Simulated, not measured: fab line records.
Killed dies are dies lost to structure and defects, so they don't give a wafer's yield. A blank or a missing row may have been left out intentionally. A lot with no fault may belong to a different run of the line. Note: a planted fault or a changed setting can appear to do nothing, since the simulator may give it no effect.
Which tool is to blame? :: flow rit-cmos :: 14 lots with 42 wafers sampled at 5 steps, on a route of 202 steps

## WHAT THE GAUGES SHOWED, per wafer
RIT_PSD_OVL_MEAS_06.
lot: L201
measured: day 3 05:43
on: overlay-02
PSD_OVL (nm): -1.2 -0.4 -2.5

lot: L202
measured: day 3 13:03
on: overlay-02
PSD_OVL (nm): -1.3 -0.9 -1.0

lot: L203
measured: day 3 17:27
on: overlay-01
PSD_OVL (nm): 0.8 0.8 -0.5

lot: L204
measured: day 3 22:34
on: overlay-02
PSD_OVL (nm): 2.0 2.7 3.8

lot: L205
measured: day 4 05:42
on: overlay-02
PSD_OVL (nm): 1.1 2.0 1.3

lot: L207
measured: day 4 11:59
on: overlay-01
PSD_OVL (nm): -0.9 -0.3 0.2

lot: L209
measured: day 4 21:17
on: overlay-02
PSD_OVL (nm): -1.8 -0.2 0.0

lot: L211
measured: day 5 05:19
on: overlay-01
PSD_OVL (nm): 2.1 1.9 2.3

lot: L215
measured: day 6 03:07
on: overlay-01
PSD_OVL (nm): 0.3 2.9 1.8

lot: L216
measured: day 6 07:14
on: overlay-02
PSD_OVL (nm): 2.5 2.9 2.7

lot: L217
measured: day 6 09:16
on: overlay-01
PSD_OVL (nm): -2.9 -1.2 -0.7

lot: L219
measured: day 6 23:03
on: overlay-01
PSD_OVL (nm): 3.1 3.3 2.8

lot: L223
measured: day 7 15:54
on: overlay-01
PSD_OVL (nm): 2.5 2.0 1.7

lot: L224
measured: day 8 02:37
on: overlay-02
PSD_OVL (nm): -1.4 0.1 0.2

RIT_CONTACT_THK_MEAS_01.
lot: L201
measured: day 3 07:45
on: film-metro-04
CONTACT_TEOS_THK (nm): 403 395 405

lot: L202
measured: day 3 15:10
on: film-metro-02
CONTACT_TEOS_THK (nm): 408 396 406

lot: L203
measured: day 3 19:37
on: film-metro-02
CONTACT_TEOS_THK (nm): 396 399 408

lot: L204
measured: day 4 00:38
on: film-metro-01
CONTACT_TEOS_THK (nm): 404 407 406

lot: L205
measured: day 4 07:45
on: film-metro-01
CONTACT_TEOS_THK (nm): 404 410 405

lot: L207
measured: day 4 14:04
on: film-metro-01
CONTACT_TEOS_THK (nm): 401 392 401

lot: L209
measured: day 4 23:19
on: film-metro-04
CONTACT_TEOS_THK (nm): 406 398 402

lot: L211
measured: day 5 07:22
on: film-metro-04
CONTACT_TEOS_THK (nm): 401 395 396

lot: L215
measured: day 6 05:10
on: film-metro-01
CONTACT_TEOS_THK (nm): 394 397 398

lot: L216
measured: day 6 09:18
on: film-metro-04
CONTACT_TEOS_THK (nm): 403 307 409 402 307 409

lot: L217
measured: day 6 11:31
on: film-metro-02
CONTACT_TEOS_THK (nm): 402 398 409

lot: L219
measured: day 7 01:07
on: film-metro-04
CONTACT_TEOS_THK (nm): 301 396 309 301 396 310

lot: L223
measured: day 7 17:57
on: film-metro-04
CONTACT_TEOS_THK (nm): 399 410 406

lot: L224
measured: day 8 04:45
on: film-metro-02
CONTACT_TEOS_THK (nm): 403 406 407

RIT_M1_THK_MEAS_02: measures by xrf.
lot: L201
measured: day 3 10:20
on: film-metro-02
M1_AL_THK (nm): 393 395 399

lot: L202
measured: day 3 18:11
on: film-metro-02
M1_AL_THK (nm): 402 398 398

lot: L203
measured: day 3 22:14
on: film-metro-03
M1_AL_THK (nm): 399 397 395

lot: L204
measured: day 4 03:23
on: film-metro-02
M1_AL_THK (nm): 389 394 392

lot: L205
measured: day 4 10:21
on: film-metro-03
M1_AL_THK (nm): 396 397 398

lot: L207
measured: day 4 16:48
on: film-metro-03
M1_AL_THK (nm): 395 400 396

lot: L209
measured: day 5 02:13
on: film-metro-02
M1_AL_THK (nm): 398 392 397

lot: L211
measured: day 5 10:04
on: film-metro-03
M1_AL_THK (nm): 397 388 391

lot: L215
measured: day 6 07:55
on: film-metro-02
M1_AL_THK (nm): 402 403 397

lot: L216
measured: day 6 13:37
on: film-metro-02
M1_AL_THK (nm): 404 404 400

lot: L217
measured: day 6 14:06
on: film-metro-01
M1_AL_THK (nm): 393 385 396

lot: L219
measured: day 7 08:30
on: film-metro-02
M1_AL_THK (nm): 394 406 403

lot: L223
measured: day 7 20:51
on: film-metro-03
M1_AL_THK (nm): 398 390 398

lot: L224
measured: day 8 07:46
on: film-metro-01
M1_AL_THK (nm): 401 399 399

## TOOL THAT RAN EACH LOT (tool first, then ch and the chambers of the sampled wafers, then the start)
lot: L201
RIT_PSD_STRIP_09: plasma-asher-02 ch 0,1, day 3 06:02
RIT_CONTACT_CVD_00: pecvd-04 ch 0,1,2, day 3 07:41

lot: L202
RIT_PSD_STRIP_09: plasma-asher-02 ch 0,1, day 3 13:23
RIT_CONTACT_CVD_00: pecvd-02 ch 0,1,2, day 3 15:07

lot: L203
RIT_PSD_STRIP_09: plasma-asher-01 ch 0,1, day 3 17:47
RIT_CONTACT_CVD_00: pecvd-03 ch 1,2, day 3 19:34

lot: L204
RIT_PSD_STRIP_09: plasma-asher-02 ch 0,1, day 3 22:54
RIT_CONTACT_CVD_00: pecvd-04 ch 0,1,2, day 4 00:35

lot: L205
RIT_PSD_STRIP_09: plasma-asher-02 ch 0,1, day 4 06:02
RIT_CONTACT_CVD_00: pecvd-02 ch 0,2, day 4 07:42

lot: L207
RIT_PSD_STRIP_09: plasma-asher-04 ch 0,1, day 4 12:19
RIT_CONTACT_CVD_00: pecvd-04 ch 0,1, day 4 14:01

lot: L209
RIT_PSD_STRIP_09: plasma-asher-02 ch 0,1, day 4 21:37
RIT_CONTACT_CVD_00: pecvd-03 ch 0,2, day 4 23:16

lot: L211
RIT_PSD_STRIP_09: plasma-asher-04 ch 0,1, day 5 05:38
RIT_CONTACT_CVD_00: pecvd-02 ch 0,1, day 5 07:18

lot: L215
RIT_PSD_STRIP_09: plasma-asher-02 ch 1, day 6 03:26
RIT_CONTACT_CVD_00: pecvd-03 ch 0,1, day 6 05:06

lot: L216
RIT_PSD_STRIP_09: plasma-asher-01 ch 0,1, day 6 07:35
RIT_CONTACT_CVD_00: pecvd-04 ch 0,1, day 6 09:15

lot: L217
RIT_PSD_STRIP_09: plasma-asher-02 ch 0,1, day 6 09:48
RIT_CONTACT_CVD_00: pecvd-02 ch 0,2, day 6 11:27

lot: L219
RIT_PSD_STRIP_09: plasma-asher-04 ch 0, day 6 23:23
RIT_CONTACT_CVD_00: pecvd-04 ch 0,1, day 7 01:04

lot: L223
RIT_PSD_STRIP_09: plasma-asher-02 ch 1, day 7 16:14
RIT_CONTACT_CVD_00: pecvd-02 ch 0,1, day 7 17:53

lot: L224
RIT_PSD_STRIP_09: plasma-asher-04 ch 0,1, day 8 02:56
RIT_CONTACT_CVD_00: pecvd-03 ch 0,2, day 8 04:42
- RIT_PSD_STRIP_09: strips in O2, time 180 s.
- RIT_CONTACT_CVD_00: deposits SiO2 from TEOS, target thk 400 nm, time 61 s.

## WHAT THE TOOLS THEMSELVES READ (means of the sampled wafers that have a number; where no wafer has one, the mark that the record gives instead)
RIT_PSD_STRIP_09.
lot: L201
tool: plasma-asher-02
drypump-motor-current-A (A): 5.1

lot: L202
tool: plasma-asher-02
drypump-motor-current-A (A): 5.2

lot: L203
tool: plasma-asher-01
drypump-motor-current-A (A): 5.1

lot: L204
tool: plasma-asher-02
drypump-motor-current-A (A): 5.2

lot: L205
tool: plasma-asher-02
drypump-motor-current-A (A): 5.2

lot: L207
tool: plasma-asher-04
drypump-motor-current-A (A): 5.8

lot: L209
tool: plasma-asher-02
drypump-motor-current-A (A): 5.2

lot: L211
tool: plasma-asher-04
drypump-motor-current-A (A): 5.6

lot: L215
tool: plasma-asher-02
drypump-motor-current-A (A): 5.2

lot: L216
tool: plasma-asher-01
drypump-motor-current-A (A): 5.1

lot: L217
tool: plasma-asher-02
drypump-motor-current-A (A): 5.3

lot: L219
tool: plasma-asher-04
drypump-motor-current-A (A): 5.3

lot: L223
tool: plasma-asher-02
drypump-motor-current-A (A): 5.1

lot: L224
tool: plasma-asher-04
drypump-motor-current-A (A): 5.8

RIT_CONTACT_CVD_00.
lot: L201
tool: pecvd-04
heater-power-w (W): 314
run-length-s (s): 88.5

lot: L202
tool: pecvd-02
heater-power-w (W): 330
run-length-s (s): 88.2

lot: L203
tool: pecvd-03
heater-power-w (W): 250
run-length-s (s): 89.2

lot: L204
tool: pecvd-04
heater-power-w (W): 311
run-length-s (s): 88.3

lot: L205
tool: pecvd-02
heater-power-w (W): 375
run-length-s (s): 88.2

lot: L207
tool: pecvd-04
heater-power-w (W): 270
run-length-s (s): 88.9

lot: L209
tool: pecvd-03
heater-power-w (W): 322
run-length-s (s): 89.3

lot: L211
tool: pecvd-02
heater-power-w (W): 313
run-length-s (s): 88.2

lot: L215
tool: pecvd-03
heater-power-w (W): 289
run-length-s (s): 89.0

lot: L216
tool: pecvd-04
heater-power-w (W): 330
run-length-s (s): 84.2

lot: L217
tool: pecvd-02
heater-power-w (W): 332
run-length-s (s): 88.0

lot: L219
tool: pecvd-04
heater-power-w (W): 286
run-length-s (s): 80.0

lot: L223
tool: pecvd-02
heater-power-w (W): 336
run-length-s (s): 88.4

lot: L224
tool: pecvd-03
heater-power-w (W): 307
run-length-s (s): 88.9

## THE ANSWER, worked out from the rows above alone
Rule: what is usual is taken from the lots themselves. Put in order of their means at a reading, lots are off if they are a third of the lots or fewer, leave a main group of 4 or more, and stand apart from it by a gap of 3 or more times the standard deviation of the main group's means; of several such gaps the widest counts. A main group whose means are all the same, to the digits that the tables above print for the reading, isn't used. Also off: a lot with no number at a reading for which 4 or more lots have one. All remaining lots with rows at the step are treated as sound. The gauges are gone through in route order, then the tools' own readings, and for those a lot's mean is taken as printed above. The first step at which some lot is off is used, and at that step the reading that is off furthest; a lot without a number counts as furthest.
Off: L216, L219, seen at RIT_CONTACT_THK_MEAS_01 (CONTACT_TEOS_THK). Main group: mean 402 nm, sd 3.3.
A tool fits if, at a process step before that reading, it ran every lot that is off, and no sound lot after the first of them. Not tried: the gauges at RIT_CONTACT_THK_MEAS_01; whatever is off there is also off at RIT_CONTACT_CVD_00, on other tools, and gauge error can't account for it. One fits: pecvd-04 at RIT_CONTACT_CVD_00. Its last sound lot is L207 (day 4 14:01), its first lot that is off L216 (day 6 09:15): a fault that began between those two fits.
On the lots that are off, the tool's own readings at RIT_CONTACT_CVD_00 differ by more than 5 times the standard deviation of the sound lots' means, which bears it out; run-length-s reads 82.1 s there versus 88.6 s on the sound lots.

## WHAT THE SIMULATOR HAD INSERTED
pecvd-04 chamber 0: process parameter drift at RIT_CONTACT_CVD_00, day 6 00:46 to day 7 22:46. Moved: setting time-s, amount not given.
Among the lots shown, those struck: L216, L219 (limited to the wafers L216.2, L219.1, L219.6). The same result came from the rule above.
